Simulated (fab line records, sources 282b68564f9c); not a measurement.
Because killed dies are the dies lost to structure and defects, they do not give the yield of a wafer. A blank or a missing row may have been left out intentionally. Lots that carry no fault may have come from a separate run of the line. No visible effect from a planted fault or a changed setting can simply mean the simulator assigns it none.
Comparing a struck lot with a sound one | flow rit-cmos | 15 steps out of a route of 202
Sound: wafers L301.3, L301.5, L301.6. Wafers L292.1, L292.3, L292.5 were the ones struck. Last of all comes the cause.
Per side, at each step with rows, come the tool, then ch with its chambers, and then its first start. Under that, the readings that differ: sound wafers | struck wafers | difference of the means | sigmas: that difference in standard deviations of wafers without a fault.
alike: words and numbers the same on both sides, and readings whose means are apart by under 2 such deviations; not compared: readings that were withheld, readings missing a value for some wafer, numbers with overlapping values and no deviation given by the record, and bounds like >300 which may hide the same value.
The two part at a step that has a row with sigmas, a row that says differs or no value, or rows on one side only. Numbers that don't overlap but have no deviation are shown without sigmas and don't part them. Lack of a reading on every wafer of one side parts them only where that side has two or more wafers.

first, 3 steps without rows for these wafers: RIT_SDANNEAL_CLEAN_00 (cleans in SC1, time 600 s); RIT_SDANNEAL_CLEAN_01 (cleans in dHF, time 30 s); RIT_SDANNEAL_CLEAN_02 (cleans in SC2, time 600 s).
RIT_SDANNEAL_RTA_03: time 5 s.
  sound on rtp-anneal-01 ch 0, day 7 03:18; struck on rtp-anneal-02 ch 0, day 5 08:40
  alike: chamber-o2-ppm, wafer_temp_C_max
RIT_SDANNEAL_RS_MEAS_04: a four-point-probe measurement.
  sound on film-metro-02 at day 7 03:23; struck on film-metro-03 at day 5 08:43
  reading         | sound                | struck               | difference | sigmas
  PSD_RS (ohm/sq) | 116.31 116.10 116.07 | 115.52 115.38 115.66 | -0.64      | -2
RIT_SDANNEAL_RS_MEAS_05: a four-point-probe measurement.
  sound on film-metro-02 at day 7 03:30; struck on film-metro-03 at day 5 08:50
  alike: NSD_RS
RIT_SDANNEAL_RS_MEAS_06: a four-point-probe measurement.
  sound on film-metro-02 at day 7 03:37; struck on film-metro-03 at day 5 08:58
  alike: PLDD_RS
RIT_SDANNEAL_RS_MEAS_07: a four-point-probe measurement.
  sound on film-metro-02 at day 7 03:44; struck on film-metro-03 at day 5 09:05
  alike: NLDD_RS
then, 1 step without rows for these wafers: RIT_SILICIDE_WET_ETCH_00 (etches SiO2 in BOE, target depth 14 nm, time 15 s).
RIT_SILICIDE_SPUTTER_01: material Ti, target thk 30 nm, time 229.8 s.
  sound on pvd-sputter-02 at day 7 03:50; struck on pvd-sputter-04 at day 5 09:13
  alike: throttle-valve-pct
RIT_SILICIDE_RS_MEAS_02: a four-point-probe measurement.
  sound on film-metro-01 at day 7 04:01; struck on film-metro-02 at day 5 09:22
  alike: SILICIDE_TI_RS
RIT_SILICIDE_THK_MEAS_03: measures by xrf.
  sound on film-metro-01 at day 7 04:07; struck on film-metro-02 at day 5 09:29
  alike: SILICIDE_TI_THK
RIT_SILICIDE_RTA_04: time 10 s, ramp up 5 s, ramp down 5 s.
  sound on rtp-anneal-02 ch 0, day 7 04:11; struck on rtp-anneal-01 ch 0, day 5 09:32
  reading          | sound             | struck            | difference | sigmas
  wafer_temp_C_max | 652.3 651.7 651.2 | 646.1 644.9 645.7 | -6.2       | -7
  alike: chamber-o2-ppm
then, 1 step without rows for these wafers: RIT_SILICIDE_WET_ETCH_05 (etches Ti in SPM, time 120 s).
RIT_M1_PROBE_99:
  sound on prober-01 at day 7 10:46; struck on prober-02 at day 5 16:16
  reading                           | sound             | struck            | difference | sigmas
  killed-at-contacts                | 0 0 0             | 1 1 1             | +1         | +4
  model.etest.npoly-line.rs-ohm-sq  | 17.43 17.6 17.45  | 17.79 17.97 18.04 | +0.44      |
  model.etest.npoly-sal.rs-ohm-sq   | 4.537 4.508 4.487 | 4.577 4.65 4.624  | +0.106     |
  model.etest.ppoly-sal.rs-ohm-sq   | 4.472 4.454 4.428 | 4.516 4.589 4.575 | +0.109     |
  model.etest.pplus-sal.rs-ohm-sq   | 4.44 4.468 4.429  | 4.498 4.57 4.57   | +0.100     |
  model.etest.nplus-sal.rs-ohm-sq   | 4.441 4.439 4.388 | 4.469 4.565 4.579 | +0.115     |
  model.etest.pplus-sal.line-ohm-um | 1.269 1.273 1.279 | 1.326 1.323 1.331 | +0.053     |
  model.etest.nplus-sal.line-ohm-um | 1.294 1.288 1.282 | 1.302 1.322 1.311 | +0.024     |
  alike: killed-at-front-end, killed-dies, killed-open, killed-short
  not compared: model.etest.ppoly-line.rs-ohm-sq

== WHERE THEY PART ==
Last at RIT_M1_PROBE_99 as far as this record goes, first at RIT_SDANNEAL_RS_MEAS_04.

WHY: the cause the simulator had injected
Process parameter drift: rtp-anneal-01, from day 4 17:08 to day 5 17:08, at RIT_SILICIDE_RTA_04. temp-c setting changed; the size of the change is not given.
